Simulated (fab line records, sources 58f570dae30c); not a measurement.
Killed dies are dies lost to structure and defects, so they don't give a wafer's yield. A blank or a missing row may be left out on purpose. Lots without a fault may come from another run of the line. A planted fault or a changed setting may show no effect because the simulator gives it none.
fab line records | flow berkeley_cmos170
record lots=14 wafers=42 last_day=13
route steps=331 shown PLDD@153 NSD@194 V1@257 M2@291
lots that met no fault: from a run of the same line without faults
start_h: hours from the record's first day to the start of the lot's first wafer shown | wait_h: hours since the lot's step before | " the same as in the row above | L1.1+2: a row that stands for several wafers | - no value, or no start given | * or withheld: withheld | < > ~ a bound
route shown NAME@n: a module of which the file shows steps, and the number in the route of the first | usual: mean/standard deviation of fault-free wafers | same: alike in all rows | chamber/n: place in a boat | sites: the reading at each site | _std_site: their standard deviation | _edge_site: outer sites' mean less inner sites' | radius_mm: how far each site lies from the wafer's centre | mask NAME#n: copy n | behind: the tool/chamber that last shaped the wafer | hold: why the lot was held/for how many hours/how that ended | device: the transistor (n, p or np) that didn't switch | end of line: the same wafers' tests at the end of the route | a step without rows: its recipe alone | killed: dies lost to structure and defects at the first sort, not the wafer's yield | map: a wafer's dies, x killed, . not, _ none there
set.NAME: the setting as run; set.NAME@STEP: as run at that earlier step | model.NAME: the simulator's own value behind a step, which no gauge read
steps of the route over a sample of lots; a table a step, a row a wafer
services: from which hour (start_h, from the record's first day; less than 0 if before it) a tool's chamber was out of use, for how many hours, and why
## steps
# step UCB170_PLDD_IMPLANT_08
# recipe species=BF2 dose_cm2=5e+13 energy_kev=10 tilt_deg=7 rotation_deg=0
# usual rotation_deg=0.000/0.018
# columns lot.wafer tool chamber start_h wait_h rotation_deg
L907.2 implanter-04 0 159.90 0.0 -0.015
L907.5 " 0 " " -0.037
L907.6 " 0 " " -0.016
L909.1 implanter-03 0 169.80 0.0 0.016
L909.2 " 0 " " 0.009
L909.5 " 0 " " 0.009
L908.1 implanter-04 0 170.63 0.0 -0.038
L908.5 " 0 " " -0.019
L908.6 " 0 " " -0.040
L911.3 implanter-03 0 179.68 0.1 0.001
L911.4 " 0 " " -0.008
L911.6 " 0 " " -0.005
L916.1 implanter-04 0 202.71 0.0 -0.004
L916.5 " 0 " " 0.014
L916.6 " 0 " " 0.012
L914.2 implanter-03 0 203.69 0.0 0.000
L914.3 " 0 " " 0.000
L914.6 " 0 " " -0.008
L918.2 implanter-04 0 204.53 0.0 0.019
L918.3 " 0 " " 0.032
L918.6 " 0 " " 0.033
L913.3 implanter-03 0 204.80 0.1 0.018
L913.4 " 0 " " 0.012
L913.6 " 0 " " -0.003
L917.2 implanter-04 0 205.37 0.0 -0.001
L917.3 " 0 " " -0.013
L917.6 " 0 " " -0.003
L919.2 implanter-02 0 219.19 0.0 -0.001
L919.3 " 0 " " 0.027
L919.6 " 0 " " -0.017
L919.2 implanter-02 0 219.51 0.3 0.001
L919.3 " 0 " " 0.033
L919.6 " 0 " " 0.021
L921.1 implanter-04 0 232.25 0.0 0.017
L921.2 " 0 " " 0.028
L921.3 " 0 " " 0.022
L921.1 implanter-04 0 232.56 0.3 0.011
L921.2 " 0 " " -0.011
L921.3 " 0 " " 0.026
L927.1 implanter-03 0 246.16 0.0 -0.002
L927.4 " 0 " " 0.005
L927.6 " 0 " " -0.033
L928.3 implanter-02 0 257.72 0.1 -0.006
L928.4 " 0 " " -0.015
L928.6 " 0 " " -0.028
L930.2 implanter-03 0 270.35 0.0 0.005
L930.3 " 0 " " 0.001
L930.4 " 0 " " 0.025
# step UCB170_PLDD_TW_MEAS_11
# usual PLDD_TW=1016/6
# columns lot.wafer tool chamber start_h wait_h PLDD_TW
L907.2 film_metro-02 - 160.28 0.1 1015
L907.5 " - " " 1015
L907.6 " - " " 1019
L909.1 film_metro-01 - 170.20 0.1 1027
L909.2 " - " " 1024
L909.5 " - " " 1027
L908.1 film_metro-03 - 171.03 0.1 1011
L908.5 " - " " 1013
L908.6 " - " " 1012
L911.3 film_metro-01 - 180.05 0.1 1029
L911.4 " - " " 1019
L911.6 " - " " 1026
L916.1 film_metro-02 - 203.11 0.1 1006
L916.5 " - " " 1003
L916.6 " - " " 1009
L914.2 film_metro-03 - 204.08 0.1 1010
L914.3 " - " " 1010
L914.6 " - " " 1014
L918.2 film_metro-03 - 204.92 0.1 1014
L918.3 " - " " 1013
L918.6 " - " " 1013
L913.3 film_metro-01 - 205.17 0.1 1020
L913.4 " - " " 1020
L913.6 " - " " 1019
L917.2 film_metro-02 - 205.76 0.1 1011
L917.3 " - " " 1009
L917.6 " - " " 1010
L919.2 film_metro-02 - 219.90 0.1 1143
L919.3 " - " " 1141
L919.6 " - " " 1147
L921.1 film_metro-01 - 232.96 0.1 1158
L921.2 " - " " 1161
L921.3 " - " " 1156
L927.1 film_metro-01 - 246.56 0.1 1024
L927.4 " - " " 1021
L927.6 " - " " 1029
L928.3 film_metro-03 - 258.09 0.1 1020
L928.4 " - " " 1017
L928.6 " - " " 1014
L930.2 film_metro-03 - 270.74 0.1 1017
L930.3 " - " " 1013
L930.4 " - " " 1019
# step UCB170_NSD_OVL_MEAS_07
# usual NSD_OVL=-2/5.7
# columns lot.wafer tool chamber start_h wait_h NSD_OVL[nm]
L907.2 overlay-01 - 179.12 0.1 -1
L907.5 " - " " -1
L907.6 " - " " -6
L909.1 overlay-01 - 183.54 0.1 -1
L909.2 " - " " -2
L909.5 " - " " -4
L908.1 overlay-01 - 184.09 0.1 -2
L908.5 " - " " -3
L908.6 " - " " 3
L911.3 overlay-01 - 194.72 0.1 -13
L911.4 " - " " -9
L911.6 " - " " -14
L916.1 overlay-02 - 215.94 0.1 -6
L916.5 " - " " -6
L916.6 " - " " -7
L918.2 overlay-01 - 216.03 0.1 -12
L918.3 " - " " -14
L918.6 " - " " -12
L914.2 overlay-02 - 216.22 0.1 9
L914.3 " - " " 1
L914.6 " - " " 1
L913.3 overlay-02 - 216.42 0.1 -1
L913.4 " - " " -7
L913.6 " - " " 1
L917.2 overlay-02 - 216.62 0.1 0
L917.3 " - " " 1
L917.6 " - " " -7
L919.2 overlay-02 - 232.94 0.1 4
L919.3 " - " " 5
L919.6 " - " " 8
L921.1 overlay-02 - 246.33 0.1 0
L921.2 " - " " -1
L921.3 " - " " 4
L927.1 overlay-01 - 257.70 0.1 9
L927.4 " - " " 13
L927.6 " - " " 10
L928.3 overlay-02 - 272.03 0.1 -3
L928.4 " - " " -2
L928.6 " - " " -1
L930.2 overlay-01 - 283.76 0.1 -8
L930.3 " - " " -7
L930.4 " - " " -8
# step UCB170_SDANNEAL_RS_MEAS_04
# recipe thk_meas_gauge=four-point-probe
# usual PLDD_RS=1031.1/2.9
# columns lot.wafer tool chamber start_h wait_h PLDD_RS[ohm/sq]
L907.2 film_metro-01 - 181.52 0.1 1029.8
L907.5 " - " " 1027.6
L907.6 " - " " 1026.0
L909.1 film_metro-02 - 185.20 0.1 1030.0
L909.2 " - " " 1028.8
L909.5 " - " " 1029.8
L908.1 film_metro-01 - 185.75 0.1 1033.1
L908.5 " - " " 1033.6
L908.6 " - " " 1036.6
L911.3 film_metro-03 - 196.48 0.1 1033.7
L911.4 " - " " 1035.7
L911.6 " - " " 1032.6
L916.1 film_metro-01 - 217.71 0.1 1037.6
L916.5 " - " " 1031.4
L916.6 " - " " 1035.2
L918.2 film_metro-02 - 218.06 0.1 1029.2
L918.3 " - " " 1028.5
L918.6 " - " " 1029.6
L914.2 film_metro-01 - 218.21 0.1 1028.2
L914.3 " - " " 1028.2
L914.6 " - " " 1029.8
L913.3 film_metro-03 - 218.53 0.1 1034.7
L913.4 " - " " 1035.8
L913.6 " - " " 1035.0
L917.2 film_metro-01 - 218.69 0.1 1031.5
L917.3 " - " " 1028.9
L917.6 " - " " 1028.7
L919.2 film_metro-03 - 234.69 0.1 759.8
L919.3 " - " " 755.0
L919.6 " - " " 756.3
L921.1 film_metro-03 - 248.36 0.1 760.1
L921.2 " - " " 756.4
L921.3 " - " " 757.7
L927.1 film_metro-01 - 259.41 0.1 1032.9
L927.4 " - " " 1036.7
L927.6 " - " " 1034.7
L928.3 film_metro-01 - 273.85 0.1 1026.4
L928.4 " - " " 1030.5
L928.6 " - " " 1030.1
L930.2 film_metro-02 - 285.39 0.1 1031.3
L930.3 " - " " 1030.4
L930.4 " - " " 1029.7
# step UCB170_V1_BOW_MEAS_03
# recipe mode=bow
# usual V1_BOW=19/6.7
# columns lot.wafer tool chamber start_h wait_h V1_BOW[um]
L907.2 film_metro-04 - 191.42 0.2 14
L907.5 " - " " 16
L907.6 " - " " 13
L909.1 film_metro-03 - 193.92 0.1 20
L909.2 " - " " 25
L909.5 " - " " 24
L908.1 film_metro-01 - 195.25 0.1 19
L908.5 " - " " 3
L908.6 " - " " 20
L911.3 film_metro-04 - 209.68 0.2 16
L911.4 " - " " 21
L911.6 " - " " 19
L916.1 film_metro-04 - 227.48 0.1 27
L916.5 " - " " 18
L916.6 " - " " 30
L918.2 film_metro-04 - 234.22 0.1 20
L918.3 " - " " 13
L918.6 " - " " 25
L914.2 film_metro-04 - 235.60 0.1 21
L914.3 " - " " 23
L914.6 " - " " 17
L913.3 film_metro-04 - 235.92 0.3 31
L913.4 " - " " 18
L913.6 " - " " 20
L917.2 film_metro-03 - 236.20 0.2 19
L917.3 " - " " 16
L917.6 " - " " 19
L919.2 film_metro-03 - 246.90 0.1 30
L919.3 " - " " 28
L919.6 " - " " 21
L921.1 film_metro-03 - 259.67 0.1 7
L921.2 " - " " 19
L921.3 " - " " 25
L927.1 film_metro-04 - 270.82 0.1 27
L927.4 " - " " 18
L927.6 " - " " 21
L928.3 film_metro-01 - 285.18 0.3 17
L928.4 " - " " 20
L928.6 " - " " 13
L930.2 film_metro-03 - 294.21 0.2 11
L930.3 " - " " 32
L930.4 " - " " 18
# step UCB170_M2_CD_MEAS_90
# recipe target_cd_nm=700
# usual cd_nm=702/4.1
# columns lot.wafer tool chamber start_h wait_h cd_nm
L907.2 cd_sem-01 - 196.22 0.1 697
L907.5 " - " " 704
L907.6 " - " " 700
L909.1 cd_sem-02 - 198.53 0.1 705
L909.2 " - " " 701
L909.5 " - " " 699
L908.1 cd_sem-02 - 200.84 0.3 707
L908.5 " - " " 699
L908.6 " - " " 706
L911.3 cd_sem-01 - 214.56 0.1 708
L911.4 " - " " 707
L911.6 " - " " 706
L916.1 cd_sem-01 - 235.59 0.1 705
L916.5 " - " " 702
L916.6 " - " " 702
L918.2 cd_sem-01 - 238.85 0.1 704
L918.3 " - " " 704
L918.6 " - " " 706
L914.2 cd_sem-02 - 245.06 0.1 707
L914.3 " - " " 705
L914.6 " - " " 710
L917.2 cd_sem-02 - 245.54 0.1 692
L917.3 " - " " 695
L917.6 " - " " 699
L913.3 cd_sem-02 - 246.29 0.1 708
L913.4 " - " " 706
L913.6 " - " " 709
L919.2 cd_sem-02 - 254.46 0.1 703
L919.3 " - " " 709
L919.6 " - " " 705
L921.1 cd_sem-02 - 264.31 0.1 703
L921.2 " - " " 701
L921.3 " - " " 701
L927.1 cd_sem-02 - 276.18 0.1 703
L927.4 " - " " 701
L927.6 " - " " 705
L928.3 cd_sem-02 - 289.94 0.1 694
L928.4 " - " " 701
L928.6 " - " " 696
L930.2 cd_sem-01 - 299.06 0.1 704
L930.3 " - " " 700
L930.4 " - " " 704
## services
# columns tool chamber start_h hours kind
implanter-04 - 160.17 3.0 pm
implanter-02 - 214.98 2.6 repair
implanter-04 - 222.44 1.2 repair
implanter-02 - 228.22 4.5 repair
implanter-04 - 263.98 6.0 pm
## key
first_sign step=UCB170_PLDD_IMPLANT_08 reading=visit direction=added
effect step=UCB170_PLDD_TW_MEAS_11 reading=PLDD_TW direction=up sigmas=23 usual=1016 struck=1151
effect step=UCB170_SDANNEAL_RS_MEAS_04 reading=PLDD_RS direction=down sigmas=94 usual=1031.1 struck=757.5
met_at UCB170_PLDD_IMPLANT_08
struck_lots L919,L921
tester_left_out L919,L921
not_acting_at UCB170_NSD_OVL_MEAS_07,UCB170_V1_BOW_MEAS_03,UCB170_M2_CD_MEAS_90
fault kind=repeated_step_whole tool=implanter-02,implanter-03,implanter-04 chamber=- onset_h=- steps=UCB170_PLDD_IMPLANT_08 times=1 scope=struck_lots_only
# tester_left_out: of these lots the tester's yield and bins aren't shown, on N5 and GAA mostly nor the transistor test; their killed dies are dies lost to structure and defects alone, not to doping, threshold or leakage, so they don't give the yield
